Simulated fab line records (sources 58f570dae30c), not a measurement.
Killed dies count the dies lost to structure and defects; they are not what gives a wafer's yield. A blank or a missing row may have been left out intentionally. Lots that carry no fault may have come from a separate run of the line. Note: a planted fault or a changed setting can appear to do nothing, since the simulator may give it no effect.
Lot-split experiment | flow berkeley cmos170 | 5 lots, 23 wafers read, on a route of 331 steps

== SPLIT DETAILS ==
At UCB170_SILICIDE_SPUTTER_01 (material Ti, target thk 30 nm, time 25 s), the setting time s was moved away from the recipe's 25 s on 8 of the 23 wafers read, by -14.4% to -6.9%. This setting was run at the recipe's value on the other wafers.

== FROM THE SPLIT ON TO THE READING: in between, the file shows 1 step ==
- UCB170_SILICIDE_RS_MEAS_02: measures by four-point-probe

== THE READING ==
SILICIDE_TI_THK, in nm, at UCB170_SILICIDE_THK_MEAS_03 (measures by xrf). A value of 29.50 nm with a standard deviation of 0.28 nm is what fault-free wafers of this fab line usually give.

wafer  | tool, chamber at the split | time s as run, s | against the recipe | SILICIDE_TI_THK, nm | against lot-mates on the recipe
L074.1 | pvd sputter-04, -          | 25               | recipe             | 29.58               | -
L074.2 | pvd sputter-04, -          | 25               | recipe             | 29.72               | -
L074.3 | pvd sputter-04, -          | 23.22            | -7.1%              | 27.82               | -1.95
L074.5 | pvd sputter-04, -          | 25               | recipe             | 30.01               | -
L074.6 | pvd sputter-04, -          | 23.22            | -7.1%              | 27.55               | -2.22
L077.1 | pvd sputter-04, -          | 21.4             | -14.4%             | 25.39               | -3.98
L077.2 | pvd sputter-04, -          | 25               | recipe             | 29.50               | -
L077.3 | pvd sputter-04, -          | 21.4             | -14.4%             | 24.99               | -4.38
L077.4 | pvd sputter-04, -          | 21.4             | -14.4%             | 25.22               | -4.15
L077.5 | pvd sputter-04, -          | 25               | recipe             | 29.23               | -
L079.3 | pvd sputter-01, -          | 25               | recipe             | 29.32               | -
L079.4 | pvd sputter-01, -          | 25               | recipe             | 29.50               | -
L079.5 | pvd sputter-01, -          | 25               | recipe             | 29.26               | -
L081.1 | pvd sputter-03, -          | 25               | recipe             | 29.66               | -
L081.2 | pvd sputter-03, -          | 25               | recipe             | 30.17               | -
L081.3 | pvd sputter-03, -          | 25               | recipe             | 29.97               | -
L081.4 | pvd sputter-03, -          | 25               | recipe             | 29.65               | -
L081.5 | pvd sputter-03, -          | 25               | recipe             | 29.95               | -
L084.1 | pvd sputter-01, -          | 25               | recipe             | 29.29               | -
L084.3 | pvd sputter-01, -          | 23.28            | -6.9%              | 26.93               | -2.33
L084.4 | pvd sputter-01, -          | 25               | recipe             | 29.23               | -
L084.5 | pvd sputter-01, -          | 23.28            | -6.9%              | 27.07               | -2.19
L084.6 | pvd sputter-01, -          | 23.28            | -6.9%              | 26.85               | -2.41

FIT RESULTS
A straight line over all 23 wafers: SILICIDE_TI_THK changes by +0.312 nm for each +1% of time s; r = +0.98; the points scatter about the line by 0.34 nm.
The same after taking each lot's own level away (the mean of its wafers on the recipe; 23 wafers): +0.295 nm for each +1%; r = +0.99; scatter 0.19 nm.
That fit puts the effect of the largest move of time s on the reading at 4.2 nm.
Across the lots, their own levels run from 29.260 to 29.880 nm, a range of 2.2 times the standard deviation given above.
Consequently the slope shifts little with the lot-to-lot level, the two slopes agreeing.
Check: -4.37 nm against its lot-mates is what the line predicts for one of the wafers moved furthest among these (-14.4%) when that wafer is left out of the fit. Against them it came out at -3.98 nm.

== OTHER SPLITS APPLIED TO THESE WAFERS ==
Note: prior to the reading, these wafers also went through further splits. Each is held against what the fit with the lots' levels taken away leaves over:
other split on the same wafers | wafers away from the commonest value | r with SILICIDE_TI_THK (lot level and that fit taken away)
UCB170_PSD_IMPLANT_08 dose cm2 | 11                                   | +0.10
UCB170_NSD_IMPLANT_08 dose cm2 | 7                                    | -0.05
UCB170_NSD_STRIP_09 power w    | 10                                   | -0.15

== THE WHOLE CHAIN: every reading that the file lists as answering this split, in the file's order ==
step                        | what it does                             | reading                                                                           | change (the file's fit)               | r (the file's)
UCB170_SILICIDE_SPUTTER_01  | material Ti, target thk 30 nm, time 25 s | Ti_of_SILICIDE_SPUTTER_01.thk nm (the simulator's own value, which no gauge read) | +0.306 nm for each +1% of the setting | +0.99
UCB170_SILICIDE_RS_MEAS_02  | measures by four-point-probe             | SILICIDE_TI_RS                                                                    | -0.36 for each +1% of the setting     | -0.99
UCB170_SILICIDE_THK_MEAS_03 | measures by xrf                          | SILICIDE_TI_THK                                                                   | +0.297 for each +1% of the setting    | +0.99

== THE FILE'S OWN FIT ==
SILICIDE_TI_THK changes by +0.297 nm for each +1% of time s, r = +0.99.
